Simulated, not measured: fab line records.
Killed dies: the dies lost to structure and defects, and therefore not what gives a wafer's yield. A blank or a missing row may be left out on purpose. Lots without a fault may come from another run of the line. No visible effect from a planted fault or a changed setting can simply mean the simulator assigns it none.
Struck lot and sound lot, side by side    flow ritCmos    44 steps out of a route of 202
Sound: these wafers, L853.1, L853.5, L853.6. Struck: wafers L850.1, L850.2, L850.5. The cause comes at the end.
Each step with rows lists, per side, the tool, then ch with its chambers, then its first start. Under that, the readings that differ: sound wafers    struck wafers    difference of the means    sigmas: that difference in standard deviations of wafers without a fault.
alike: readings with means less than 2 such deviations apart, plus words and numbers identical on both sides. not compared: withheld readings, readings lacking a value on some wafer, bounds such as >300 that could conceal the same value, and numbers that have no deviation in the record and whose values overlap.
The two part at a step that has a row with sigmas, a row that says differs or no value, or rows on one side only. When numbers do not overlap yet have no deviation, they are printed without sigmas and do not part them. Lack of a reading on every wafer of one side parts them only where that side has two or more wafers.

first, 4 steps without rows for these wafers: RIT_PLDD_SOFTBAKE_02 (time 60 s); RIT_PLDD_EXPOSE_03 (exposes mask M8, target cd 40900 nm); RIT_PLDD_PEB_04; RIT_PLDD_DEVELOP_05 (develop time 50 s).
RIT_PLDD_OVL_MEAS_06:
  sound: overlay-01 at day 5 01:43; struck: overlay-01 at day 4 12:53
  alike: PLDD_OVL
then, 2 steps without rows for these wafers: RIT_PLDD_HARDBAKE_07 (time 60 s); RIT_PLDD_IMPLANT_08.
RIT_PLDD_STRIP_09: strips in O2, time 180 s.
  sound on plasmaAsher-03 ch 0,1, day 5 02:03; struck on plasmaAsher-04 ch 0,1, day 4 13:13
reading                   sound        struck       difference  sigmas
drypumpMotorCurrentA (A)  6.7 6.0 6.7  5.7 5.1 5.7  -1.0        -2
  not compared: rfHoursCounterH
RIT_PLDD_TW_MEAS_10:
  sound: filmMetro-01 at day 5 02:13; struck: filmMetro-01 at day 4 13:24
  alike: PLDD_TW
then, 3 steps without rows for these wafers: RIT_SPACER_CLEAN_00 (cleans in SC1, time 600 s); RIT_SPACER_CLEAN_01 (cleans in dHF, time 30 s); RIT_SPACER_CLEAN_02 (cleans in SC2, time 600 s).
RIT_SPACER_CVD_03: deposits Si3N4 from SiH2Cl2/NH3, target thk 250 nm, time 3300 s.
  sound on lpcvd-01 ch 1, day 5 02:50; struck on lpcvd-02 ch 1, day 4 13:50
reading                                  sound              struck             difference  sigmas
pressureMtorr (mTorr)                    300.0 299.1 299.5  359.8 359.7 359.9  +60.3       +99
zonePowerCentrePct (%)                   31 32 32           49 47 48           +16         +3
model.Si3N4_of_SPACER_CVD_03.thkNm (nm)  252.2 253.6 252.6  256.3 257.6 259.6  +5.0        
  alike: zonePowerSourcePct
RIT_SPACER_THK_MEAS_04:
  sound: filmMetro-04 at day 5 04:46; struck: filmMetro-01 at day 4 15:46
  alike: SPACER_NITRIDE_THK
RIT_SPACER_ETCHBACK_05: etches Si3N4 in SF6/CHF3, stops on SiO2, target depth 250 nm, time 240 s.
  sound on rieDiel-03 ch 0,2,3, day 5 04:49; struck on rieDiel-02 ch 1,2, day 4 15:49
reading                  sound              struck             difference  sigmas
model.etch.depthNm (nm)  252.2 253.6 252.6  256.3 257.6 259.6  +5.0        
  alike: drypumpMotorCurrentA, oesProductAu, throttleValvePct
  not compared: rfHoursCounterH
then, 6 steps without rows for these wafers: RIT_NSD_HMDS_00 (prime time 60 s); RIT_NSD_COAT_01 (resist thk 1000 nm); RIT_NSD_SOFTBAKE_02 (time 60 s); RIT_NSD_EXPOSE_03 (exposes mask M9, target cd 40700 nm); RIT_NSD_PEB_04; RIT_NSD_DEVELOP_05 (develop time 50 s).
RIT_NSD_OVL_MEAS_06:
  sound: overlay-02 at day 5 05:49; struck: overlay-02 at day 4 16:50
  alike: NSD_OVL
then, 2 steps without rows for these wafers: RIT_NSD_HARDBAKE_07 (time 60 s); RIT_NSD_IMPLANT_08.
RIT_NSD_STRIP_09: strips in O2, time 180 s.
  sound on plasmaAsher-01 ch 0,1, day 5 06:09; struck on plasmaAsher-01 ch 0,1, day 4 17:10
  alike: drypumpMotorCurrentA
  not compared: rfHoursCounterH
RIT_NSD_TW_MEAS_10:
  sound: filmMetro-04 at day 5 06:20; struck: filmMetro-01 at day 4 17:20
  alike: NSD_TW
then, 6 steps without rows for these wafers: RIT_PSD_HMDS_00 (prime time 60 s); RIT_PSD_COAT_01 (resist thk 1000 nm); RIT_PSD_SOFTBAKE_02 (time 60 s); RIT_PSD_EXPOSE_03 (exposes mask M10, target cd 40900 nm); RIT_PSD_PEB_04; RIT_PSD_DEVELOP_05 (develop time 50 s).
RIT_PSD_OVL_MEAS_06:
  sound: overlay-02 at day 5 07:14; struck: overlay-02 at day 4 18:15
  alike: PSD_OVL
then, 2 steps without rows for these wafers: RIT_PSD_HARDBAKE_07 (time 60 s); RIT_PSD_IMPLANT_08.
RIT_PSD_STRIP_09: strips in O2, time 180 s.
  sound on plasmaAsher-02 ch 0,1, day 5 07:40; struck on plasmaAsher-03 ch 0,1, day 4 18:35
  alike: drypumpMotorCurrentA
  not compared: rfHoursCounterH
RIT_PSD_TW_MEAS_10:
  sound: filmMetro-01 at day 5 07:50; struck: filmMetro-01 at day 4 18:46
  alike: PSD_TW
then, 3 steps without rows for these wafers: RIT_SDANNEAL_CLEAN_00 (cleans in SC1, time 600 s); RIT_SDANNEAL_CLEAN_01 (cleans in dHF, time 30 s); RIT_SDANNEAL_CLEAN_02 (cleans in SC2, time 600 s).
RIT_SDANNEAL_RTA_03: time 5 s.
  sound on rtpAnneal-02 ch 0, day 5 08:16; struck on rtpAnneal-02 ch 0, day 4 19:13
  alike: annealTempCMax, wafer_temp_C_max
RIT_SDANNEAL_RS_MEAS_04: the measuring method here is four-point-probe.
  sound: filmMetro-04 at day 5 08:19; struck: filmMetro-04 at day 4 19:16
  alike: PSD_RS
RIT_SILICIDE_WET_ETCH_00: etches SiO2 in BOE, target depth 14 nm, time 15 s.
  sound on wetBench-02 ch 3, day 5 08:48; struck on wetBench-02 ch 0, day 4 19:45
reading                                  sound              struck           difference  sigmas
model.Si3N4_of_SPACER_CVD_03.thkNm (nm)  194.8 196.2 195.3  197.8 198.7 200  +3.4        
RIT_M1_PROBE_99:
  sound: prober-01 at day 5 16:01; struck: prober-01 at day 5 02:40
reading                             sound              struck             difference  sigmas
model.etest.diodeNplusComb.cjFfUm2  2.632 2.617 2.619  2.658 2.643 2.646  +0.026      
  alike: killed_at_M0_to_M3, killedAtFrontEnd, killedDies, killedOpen, killedShort
  not compared: model.etest.nwellPinched.rsOhmSq

WHERE THEY PART
At RIT_PLDD_STRIP_09 first; at RIT_SPACER_CVD_03 last (within this record only). Later steps at which nothing parts them and some readings are alike: RIT_SPACER_THK_MEAS_04, RIT_SPACER_ETCHBACK_05, RIT_NSD_OVL_MEAS_06, RIT_NSD_STRIP_09, RIT_NSD_TW_MEAS_10, RIT_PSD_OVL_MEAS_06, RIT_PSD_STRIP_09, RIT_PSD_TW_MEAS_10, RIT_SDANNEAL_RTA_03, RIT_SDANNEAL_RS_MEAS_04, RIT_M1_PROBE_99.

WHY: what the simulator had put in
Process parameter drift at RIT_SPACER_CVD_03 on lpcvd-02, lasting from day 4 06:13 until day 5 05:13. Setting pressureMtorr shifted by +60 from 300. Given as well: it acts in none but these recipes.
